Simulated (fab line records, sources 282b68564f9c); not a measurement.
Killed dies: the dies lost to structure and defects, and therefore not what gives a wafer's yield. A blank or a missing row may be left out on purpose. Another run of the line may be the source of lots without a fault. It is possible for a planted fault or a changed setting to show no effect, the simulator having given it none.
Lot-split experiment ; flow rit-cmos ; 27 wafers read from 5 lots, route of 202 steps

ON THE SPLIT
At RIT_CONTACT_CVD_00 (deposits SiO2 from TEOS, target thk 400 nm, time 61 s), the setting time-s was moved away from the recipe's 61 s on 9 of the 27 wafers read, by -42.7% to +45.8%. For the rest of the wafers, this setting stayed at what the recipe calls for.

No step appears in the file between the split and the reading.

THE READING
Values of CONTACT_TEOS_THK in nm from RIT_CONTACT_THK_MEAS_01. A value of 399 nm with a standard deviation of 5.2 nm is what fault-free wafers of this fab line usually give.

wafer;tool, chamber at the split;time-s as run, s;against the recipe;CONTACT_TEOS_THK, nm;against lot-mates on the recipe
L075.1;pecvd-03, 0;61;recipe;398;-
L075.2;pecvd-03, 1;61;recipe;396;-
L075.3;pecvd-03, 2;34.95;-42.7%;230;-171
L075.4;pecvd-03, 1;34.95;-42.7%;222;-179
L075.5;pecvd-03, 2;61;recipe;410;-
L075.6;pecvd-03, 0;34.95;-42.7%;240;-161
L079.1;pecvd-02, 0;61;recipe;402;-
L079.2;pecvd-02, 1;61;recipe;404;-
L079.3;pecvd-02, 2;61;recipe;397;-
L079.4;pecvd-02, 0;61;recipe;408;-
L079.5;pecvd-02, 2;61;recipe;402;-
L079.6;pecvd-02, 1;61;recipe;411;-
L081.1;pecvd-03, 0;61;recipe;398;-
L081.2;pecvd-03, 1;43.3;-29.0%;275;-120
L081.3;pecvd-03, 2;61;recipe;392;-
L081.4;pecvd-03, 0;43.3;-29.0%;281;-114
L081.5;pecvd-03, 2;43.3;-29.0%;287;-108
L081.6;pecvd-03, 1;61;recipe;396;-
L083.3;pecvd-01, 2;61;recipe;393;-
L083.4;pecvd-01, 0;61;recipe;399;-
L083.5;pecvd-01, 2;61;recipe;398;-
L084.1;pecvd-03, 0;61;recipe;397;-
L084.2;pecvd-03, 1;88.93;+45.8%;575;+176
L084.3;pecvd-03, 2;88.93;+45.8%;578;+179
L084.4;pecvd-03, 0;61;recipe;399;-
L084.5;pecvd-03, 1;61;recipe;400;-
L084.6;pecvd-03, 2;88.93;+45.8%;590;+191

FIT RESULTS
A straight line over all 27 wafers: CONTACT_TEOS_THK changes by +3.98 nm for each +1% of time-s; r = +1.00; the points scatter about the line by 5.9 nm.
The same after taking each lot's own level away (the mean of its wafers on the recipe; 27 wafers): +3.98 nm for each +1%; r = +1.00; scatter 5.1 nm.
On that fit, the largest move of time-s shifts the reading by 1.8e+02 nm.
Measured against the standard deviation above, the lots' own levels, which go from 395.3 to 404.0 nm, span 1.7 times it.
Hence the lot-to-lot level has little effect on the slope; both slopes agree.
Check: +184 nm against its lot-mates is what the line predicts for one of the wafers moved furthest among these (+45.8%) when that wafer is left out of the fit. Against them it came out at +176 nm.

ADDITIONAL SPLITS CARRIED BY THESE WAFERS
These wafers also went through other splits before the reading. Each is held against what the fit with the lots' levels taken away leaves over:
other split on the same wafers;wafers away from the commonest value;r with CONTACT_TEOS_THK (lot level and that fit taken away)
RIT_ACTIVE_OXIDATION_01 ox-time-s;21;+0.04
RIT_GATE_DEVELOP_15 develop-time-s;12;-0.14

THE WHOLE CHAIN: every reading that the file lists as answering this split, in the file's order
step;what it does;reading;change (the file's fit);r (the file's)
RIT_CONTACT_CVD_00;deposits SiO2 from TEOS, target thk 400 nm, time 61 s;SiO2_of_CONTACT_CVD_00.thk-nm (the simulator's own value, which no gauge read);+3.98 nm for each +1% of the setting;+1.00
RIT_CONTACT_THK_MEAS_01;;CONTACT_TEOS_THK;+3.98 for each +1% of the setting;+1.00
RIT_CONTACT_ETCH_11;etches SiO2 in CHF3/CF4/Ar, stops on TiSi2, target depth 480 nm, time 320 s;CONTACT.feature-depth-nm (the simulator's own value, which no gauge read);+2.89 nm for each +1% of the setting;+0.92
RIT_CONTACT_ETCH_11;etches SiO2 in CHF3/CF4/Ar, stops on TiSi2, target depth 480 nm, time 320 s;etch.depth-nm (the simulator's own value, which no gauge read);+2.89 nm for each +1% of the setting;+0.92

THE FILE'S OWN FIT
CONTACT_TEOS_THK changes by +3.98 nm for each +1% of time-s, r = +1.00.
